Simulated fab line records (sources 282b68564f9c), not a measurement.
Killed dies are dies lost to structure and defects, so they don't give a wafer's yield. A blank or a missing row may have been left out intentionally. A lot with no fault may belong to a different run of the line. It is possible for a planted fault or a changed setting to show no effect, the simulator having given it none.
Which tool did it? | flow rit cmos | 8 lots with 24 wafers sampled at 2 steps, on a route of 202 steps

WHAT THE GAUGES SHOWED, per wafer
RIT_NSD_OVL_MEAS_06.
lot  | measured    | on         | NSD_OVL (nm)
L263 | day 3 18:53 | overlay-02 | -1.0 -1.7 -0.6
L265 | day 4 06:31 | overlay-02 | 1.0 -0.4 1.1
L268 | day 4 21:35 | overlay-01 | 0.5 0.1 2.6
L270 | day 5 07:51 | overlay-01 | 2.2 1.9 3.7
L273 | day 5 22:26 | overlay-02 | -1.0 -0.4 -0.1
L276 | day 6 11:40 | overlay-02 | -2.0 0.7 -1.5
L281 | day 7 10:05 | overlay-01 | - - - - - -
L283 | day 7 21:08 | overlay-01 | - - - - - -

WHICH TOOL RAN EACH LOT (tool, then ch and the chambers of the sampled wafers, then the start)
lot  | RIT_NSD_EXPOSE_03
L263 | iline stepper-02 ch 0, day 3 18:29
L265 | iline stepper-02 ch 0, day 4 06:09
L268 | iline stepper-02 ch 0, day 4 21:12
L270 | iline stepper-01 ch 0, day 5 07:27
L273 | iline stepper-01 ch 0, day 5 22:02
L276 | iline stepper-02 ch 0, day 6 11:16
L281 | iline stepper-01 ch 0, day 7 09:41
L283 | iline stepper-01 ch 0, day 7 20:44
- RIT_NSD_EXPOSE_03: exposes mask M9, target cd 40700 nm.

THE ANSWER, worked out from the rows above alone
Rule: the usual values come from the lots themselves. Put in order of their means at a reading, lots are off if they are a third of the lots or fewer, leave a main group of 4 or more, and stand apart from it by a gap of 3 or more times the standard deviation of the main group's means; of several such gaps the widest counts. If all means in a main group match to the digits the tables above print for the reading, that group is not used. Also off: a lot with no number at a reading for which 4 or more lots have one. Any other lot the step has rows for is counted as sound.
Off: at RIT_NSD_OVL_MEAS_06 (NSD_OVL), L281, L283. Without a number there: L281, L283. The main group has a mean of 0.3 nm with a standard deviation of 1.3.
A tool fits if, at a process step before that reading, it ran every lot that is off, and no sound lot after the first of them. Those tools and the gauges at RIT_NSD_OVL_MEAS_06 are tried in the same way. 2 tools fit, iline stepper-01 at RIT_NSD_EXPOSE_03 and overlay-01 at RIT_NSD_OVL_MEAS_06, so this cannot tell which one it is.

WHAT WAS PUT IN BY THE SIMULATOR
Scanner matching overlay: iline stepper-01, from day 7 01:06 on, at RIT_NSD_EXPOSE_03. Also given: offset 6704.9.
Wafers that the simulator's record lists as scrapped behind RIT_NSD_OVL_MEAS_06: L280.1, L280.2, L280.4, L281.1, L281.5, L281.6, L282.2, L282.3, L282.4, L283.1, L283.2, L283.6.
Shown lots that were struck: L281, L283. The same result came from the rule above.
